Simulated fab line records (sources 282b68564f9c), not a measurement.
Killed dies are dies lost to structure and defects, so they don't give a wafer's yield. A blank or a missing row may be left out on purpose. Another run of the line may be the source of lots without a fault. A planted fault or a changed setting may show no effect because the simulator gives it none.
Which tool did it? || flow rit cmos || 13 lots with 39 wafers sampled at 2 steps, on a route of 202 steps

## WHAT THE GAUGES SHOWED, per wafer
No reading from a measuring or inspecting step in the record can be judged against a usual standard deviation.

## WHAT TOOL EACH LOT RAN ON (gives the tool, then ch and the chambers of the sampled wafers, and finally the start)
{"lot": "L909", "RIT_ACTIVE_ETCH_13": "rie diel-02 ch 0,1, day 1 14:50", "RIT_M1_PROBE_99": "-"}
{"lot": "L910", "RIT_ACTIVE_ETCH_13": "rie diel-01 ch 0,1,3, day 1 20:16", "RIT_M1_PROBE_99": "-"}
{"lot": "L912", "RIT_ACTIVE_ETCH_13": "rie diel-01 ch 0,2, day 2 05:52", "RIT_M1_PROBE_99": "prober-02, day 4 09:26"}
{"lot": "L913", "RIT_ACTIVE_ETCH_13": "rie diel-03 ch 1,2,3, day 2 12:05", "RIT_M1_PROBE_99": "-"}
{"lot": "L915", "RIT_ACTIVE_ETCH_13": "rie diel-01 ch 0,1,2, day 2 21:05", "RIT_M1_PROBE_99": "prober-01, day 4 21:18"}
{"lot": "L918", "RIT_ACTIVE_ETCH_13": "rie diel-02 ch 0,1,2, day 3 17:19", "RIT_M1_PROBE_99": "-"}
{"lot": "L922", "RIT_ACTIVE_ETCH_13": "rie diel-03 ch 2,3, day 4 09:28", "RIT_M1_PROBE_99": "prober-02, day 6 13:43"}
{"lot": "L926", "RIT_ACTIVE_ETCH_13": "rie diel-03 ch 0,1,2, day 5 03:43", "RIT_M1_PROBE_99": "prober-01, day 7 04:51"}
{"lot": "L927", "RIT_ACTIVE_ETCH_13": "rie diel-02 ch 2,3, day 5 09:46", "RIT_M1_PROBE_99": "prober-01, day 7 10:09"}
{"lot": "L929", "RIT_ACTIVE_ETCH_13": "rie diel-02 ch 1,2, day 5 21:20", "RIT_M1_PROBE_99": "prober-01, day 7 19:25"}
{"lot": "L930", "RIT_ACTIVE_ETCH_13": "rie diel-03 ch 0,1,2, day 6 01:22", "RIT_M1_PROBE_99": "prober-02, day 8 00:16"}
{"lot": "L931", "RIT_ACTIVE_ETCH_13": "rie diel-01 ch 0,2, day 6 05:50", "RIT_M1_PROBE_99": "-"}
{"lot": "L932", "RIT_ACTIVE_ETCH_13": "rie diel-03 ch 0,1,2, day 6 09:50", "RIT_M1_PROBE_99": "-"}
- RIT_ACTIVE_ETCH_13: etches Si3N4 in SF6, stops on SiO2, time 210 s, target depth 210 nm.
- RIT_M1_PROBE_99

## AS READ BY THE TOOLS THEMSELVES (means over the sampled wafers that have a number; for cases with no such wafer, the mark the record gives instead)
RIT_ACTIVE_ETCH_13.
{"lot": "L909", "tool": "rie diel-02", "drypump motor current A (A)": 6.2, "oes product au (a.u.)": 0.815, "throttle valve pct (%)": 7.57}
{"lot": "L910", "tool": "rie diel-01", "drypump motor current A (A)": 6.2, "oes product au (a.u.)": 0.809, "throttle valve pct (%)": 7.45}
{"lot": "L912", "tool": "rie diel-01", "drypump motor current A (A)": 5.2, "oes product au (a.u.)": 0.827, "throttle valve pct (%)": 7.58}
{"lot": "L913", "tool": "rie diel-03", "drypump motor current A (A)": 5.7, "oes product au (a.u.)": 0.820, "throttle valve pct (%)": 7.50}
{"lot": "L915", "tool": "rie diel-01", "drypump motor current A (A)": 5.6, "oes product au (a.u.)": 0.810, "throttle valve pct (%)": 7.53}
{"lot": "L918", "tool": "rie diel-02", "drypump motor current A (A)": 5.8, "oes product au (a.u.)": 0.815, "throttle valve pct (%)": 7.62}
{"lot": "L922", "tool": "rie diel-03", "drypump motor current A (A)": 5.4, "oes product au (a.u.)": 0.827, "throttle valve pct (%)": 7.50}
{"lot": "L926", "tool": "rie diel-03", "drypump motor current A (A)": 6.0, "oes product au (a.u.)": 0.833, "throttle valve pct (%)": 7.48}
{"lot": "L927", "tool": "rie diel-02", "drypump motor current A (A)": 5.4, "oes product au (a.u.)": 0.810, "throttle valve pct (%)": 7.69}
{"lot": "L929", "tool": "rie diel-02", "drypump motor current A (A)": 6.1, "oes product au (a.u.)": 0.814, "throttle valve pct (%)": 7.69}
{"lot": "L930", "tool": "rie diel-03", "drypump motor current A (A)": 6.0, "oes product au (a.u.)": 0.841, "throttle valve pct (%)": 7.47}
{"lot": "L931", "tool": "rie diel-01", "drypump motor current A (A)": 5.5, "oes product au (a.u.)": 0.822, "throttle valve pct (%)": 7.55}
{"lot": "L932", "tool": "rie diel-03", "drypump motor current A (A)": 6.0, "oes product au (a.u.)": 0.840, "throttle valve pct (%)": 7.46}

RIT_M1_PROBE_99.
{"lot": "L912", "tool": "prober-02", "killed at contacts": 0.0, "killed at front end": 7, "killed dies": 7, "killed on rim": 0.7, "killed open": 3.3, "killed short": 4.0}
{"lot": "L915", "tool": "prober-01", "killed at contacts": 0.0, "killed at front end": 82, "killed dies": 82, "killed on rim": 22.3, "killed open": 2.3, "killed short": 3.7}
{"lot": "L922", "tool": "prober-02", "killed at contacts": 0.0, "killed at front end": 2, "killed dies": 2, "killed on rim": 0.3, "killed open": 1.0, "killed short": 0.7}
{"lot": "L926", "tool": "prober-01", "killed at contacts": 0.0, "killed at front end": 9, "killed dies": 9, "killed on rim": 2.3, "killed open": 4.3, "killed short": 5.0}
{"lot": "L927", "tool": "prober-01", "killed at contacts": 0.0, "killed at front end": 6, "killed dies": 6, "killed on rim": 2.3, "killed open": 3.3, "killed short": 2.7}
{"lot": "L929", "tool": "prober-01", "killed at contacts": 0.0, "killed at front end": 8, "killed dies": 8, "killed on rim": 3.3, "killed open": 5.0, "killed short": 3.0}
{"lot": "L930", "tool": "prober-02", "killed at contacts": 0.0, "killed at front end": 3, "killed dies": 3, "killed on rim": 1.3, "killed open": 1.3, "killed short": 2.0}

## THE ANSWER, worked out from the rows above alone
Rule: what is usual is taken from the lots themselves. The widest of any qualifying gaps counts: lots, ordered by their means at a reading, are off when they make up no more than a third of the lots, leave a main group of 4 or more, and stand apart from it by 3 or more times the standard deviation of that group's means. If all means in a main group match to the digits the tables above print for the reading, that group is not used. Also off: a lot with no number at a reading for which 4 or more lots have one. Any other lot the step has rows for is counted as sound. First the gauges in route order, then the tools' own readings, where a lot's mean is used as printed above. The first step at which some lot is off is used, and at that step the reading that is off furthest; a lot without a number counts as furthest.
Off at RIT_M1_PROBE_99 (killed at front end): L915. Main group: mean 6, sd 2.5. Neither off nor sound, because the step has no rows for them: L909, L910, L913, L918, L931, L932.
If a tool, at that step or one of the process steps before it, ran each lot that is off and ran no sound lot following the first of them, it fits. One fits: RIT_ACTIVE_ETCH_13 on rie diel-01. A fault onset in the window from L912 (day 2 05:52, its last sound lot) to L915 (day 2 21:05, its first lot off) fits.

## WHAT THE SIMULATOR HAD INSERTED
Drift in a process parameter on rie diel-01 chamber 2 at RIT_ACTIVE_ETCH_13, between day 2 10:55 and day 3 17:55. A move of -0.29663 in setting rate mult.
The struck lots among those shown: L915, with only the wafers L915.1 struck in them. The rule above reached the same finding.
